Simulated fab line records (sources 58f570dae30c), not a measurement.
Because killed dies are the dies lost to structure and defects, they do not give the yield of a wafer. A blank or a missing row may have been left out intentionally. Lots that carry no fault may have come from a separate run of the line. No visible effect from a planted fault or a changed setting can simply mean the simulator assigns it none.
The tool behind it: which one? | flow berkeley_cmos170 | 45 wafers from 15 lots sampled at 5 of the route's 331 steps

WHAT EACH GAUGE READ, for each wafer
UCB170_PWELL_OVL_MEAS_13. Usual: PWELL_OVL typically reads -2 nm, with standard deviation 5.4.
lot  | measured    | on         | PWELL_OVL (nm) | flag
L469 | day 3 10:38 | overlay-02 | 4 -6 -1        |
L471 | day 3 20:55 | overlay-02 | 2 2 -4         |
L472 | day 4 05:45 | overlay-02 | -2 -4 -6       |
L474 | day 4 06:25 | overlay-01 | -5 4 -6        |
L475 | day 4 13:57 | overlay-02 | -4 -3 -3       |
L479 | day 5 07:13 | overlay-01 | 3 2 2          |
L478 | day 5 07:30 | overlay-02 | -1 -11 -7      |
L477 | day 5 07:33 | overlay-01 | -4 0 -16       |
L481 | day 5 19:04 | overlay-02 | 0 -1 2         |
L483 | day 6 09:17 | overlay-01 | 1 -4 7         |
L485 | day 6 16:50 | overlay-02 | -5 -8 -7       |
L487 | day 7 00:20 | overlay-01 | -2 1 -10       |
L489 | day 7 20:27 | overlay-01 | 2 -5 -3        |
L490 | day 7 20:31 | overlay-01 | 1 0 -5         |
L492 | day 8 07:36 | overlay-02 | 4 8 -4         |

UCB170_FIELD_THK_MEAS_02. Usual: FIELD_OXIDE_THK typically reads 559 nm, with standard deviation 8.7.
lot  | measured     | on            | FIELD_OXIDE_THK (nm) | flag
L469 | day 5 01:52  | film_metro-04 | 553 559 552          |
L471 | day 5 12:17  | film_metro-02 | 561 570 558          |
L472 | day 5 21:52  | film_metro-02 | 555 546 557          |
L474 | day 5 21:52  | film_metro-04 | 571 570 559          |
L475 | day 6 11:48  | film_metro-04 | 565 557 562          |
L479 | day 7 08:13  | film_metro-04 | 556 558 555          |
L478 | day 7 08:13  | film_metro-02 | 568 563 560          |
L477 | day 7 08:13  | film_metro-03 | 568 566 557          |
L481 | day 7 16:32  | film_metro-03 | 557 556 565          |
L483 | day 8 04:37  | film_metro-03 | 558 565 561          |
L485 | day 8 11:55  | film_metro-02 | 556 557 553          |
L487 | day 8 11:59  | film_metro-03 | 561 556 561          |
L489 | day 9 10:49  | film_metro-03 | 556 562 568          |
L490 | day 9 10:50  | film_metro-04 | 553 555 553          |
L492 | day 10 01:31 | film_metro-03 | 549 545 554          |

UCB170_GATE_THK_MEAS_02. Usual: GATE_OXIDE_THK typically reads 6.64 nm, with standard deviation 0.12.
lot  | measured     | on            | GATE_OXIDE_THK (nm) | flag
L469 | day 6 16:13  | film_metro-01 | 6.87 6.86 6.80      |
L471 | day 7 00:46  | film_metro-03 | 6.58 6.54 6.58      |
L472 | day 7 13:31  | film_metro-02 | 6.56 6.54 6.56      |
L474 | day 7 13:31  | film_metro-01 | 6.51 6.49 6.52      |
L475 | day 7 22:37  | film_metro-01 | 6.67 6.64 6.70      |
L479 | day 8 14:42  | film_metro-02 | 6.74 6.82 6.68      |
L478 | day 8 14:42  | film_metro-01 | 6.92 6.87 6.83      |
L477 | day 8 14:38  | film_metro-01 | 6.62 6.74 6.67      |
L481 | day 8 21:32  | film_metro-03 | 6.44 6.52 6.45      |
L483 | day 9 14:11  | film_metro-01 | 6.52 6.58 6.60      |
L485 | day 9 23:57  | film_metro-02 | 6.57 6.66 6.69      |
L487 | day 10 00:01 | film_metro-03 | 6.54 6.65 6.57      |
L489 | day 10 23:31 | film_metro-02 | 6.90 6.69 6.75      |
L490 | day 10 23:32 | film_metro-01 | 6.68 6.72 6.64      |
L492 | day 11 12:26 | film_metro-02 | 6.75 6.91 6.81      |

UCB170_PLDD_OVL_MEAS_07. Usual: PLDD_OVL typically reads -1 nm, with standard deviation 5.4.
lot  | measured     | on         | PLDD_OVL (nm) | flag
L469 | day 7 05:26  | overlay-02 | -5 -7 -1      |
L471 | day 7 12:32  | overlay-01 | -4 -5 -1      |
L472 | day 8 02:44  | overlay-02 | -7 -3 -2      |
L474 | day 8 03:02  | overlay-01 | 9 11 12       |
L475 | day 8 08:16  | overlay-01 | -13 -7 -14    |
L479 | day 9 00:32  | overlay-02 | -2 -2 -1      |
L478 | day 9 00:49  | overlay-01 | -5 -5 -11     |
L477 | day 9 01:06  | overlay-02 | 6 4 6         |
L481 | day 9 07:42  | overlay-02 | 9 8 12        |
L483 | day 10 00:15 | overlay-02 | 320 319 317   | OFF
L485 | day 10 10:01 | overlay-01 | 5 -1 -1       |
L487 | day 10 10:20 | overlay-02 | 318 319 317   | OFF
L489 | day 11 10:29 | overlay-02 | -3 -5 -6      |
L490 | day 11 11:04 | overlay-02 | 316 316 308   | OFF
L492 | day 11 23:22 | overlay-01 | -1 -5 1       |

WHICH TOOL RAN EACH LOT (tool, then ch and the chambers of the sampled wafers, then the start)
lot  | UCB170_PLDD_EXPOSE_03
L469 | krf_scanner-01 ch 0, day 7 04:23
L471 | krf_scanner-02 ch 0, day 7 12:02
L472 | krf_scanner-01 ch 0, day 8 01:32
L474 | krf_scanner-01 ch 0, day 8 02:04
L475 | krf_scanner-02 ch 0, day 8 07:41
L479 | krf_scanner-01 ch 0, day 8 23:54
L478 | krf_scanner-02 ch 0, day 9 00:17
L477 | krf_scanner-01 ch 0, day 9 00:35
L481 | krf_scanner-02 ch 0, day 9 07:12
L483 | krf_scanner-02 ch 0, day 9 23:46
L485 | krf_scanner-01 ch 0, day 10 09:11
L487 | krf_scanner-02 ch 0, day 10 09:26
L489 | krf_scanner-01 ch 0, day 11 09:58
L490 | krf_scanner-02 ch 0, day 11 10:35
L492 | krf_scanner-01 ch 0, day 11 22:02
- UCB170_PLDD_EXPOSE_03: exposes mask PSELECT, target cd 1200 nm.

WHAT THE TOOLS THEMSELVES READ (means of the sampled wafers that have a number; where no wafer has one, the mark that the record gives instead)
The record holds no such reading with a usual standard deviation.

THE ANSWER, worked out from the rows above alone
Rule: a lot counts as off when the mean over its wafers that have a number is more than 3 standard deviations away from the usual mean. A lot without any number at a reading at which 4 lots or more have one is off too. Any other lot the step has rows for is counted as sound. After the gauges, taken in route order, come the tools' own readings; for these a lot's mean is taken, as printed above. At the first step where some lot is off, the reading lying furthest off is the one used; lots without a number count as furthest.
Off: at UCB170_PLDD_OVL_MEAS_07 (PLDD_OVL), L483, L487, L490.
If a tool, at a process step before that reading, ran all the lots that are off and no sound lot after the first of them, it fits. Those tools and the gauges at UCB170_PLDD_OVL_MEAS_07 are tried in the same way. One candidate fits, namely krf_scanner-02 at UCB170_PLDD_EXPOSE_03. A fault onset in the window from L481 (day 9 07:12, its last sound lot) to L483 (day 9 23:46, its first lot off) fits.

WHAT THE SIMULATOR HAD PUT IN
Scanner matching overlay: krf_scanner-02, from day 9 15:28 on, at UCB170_PLDD_EXPOSE_03. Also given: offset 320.
Shown lots that were struck: L483, L487, L490. The rule above found the same.
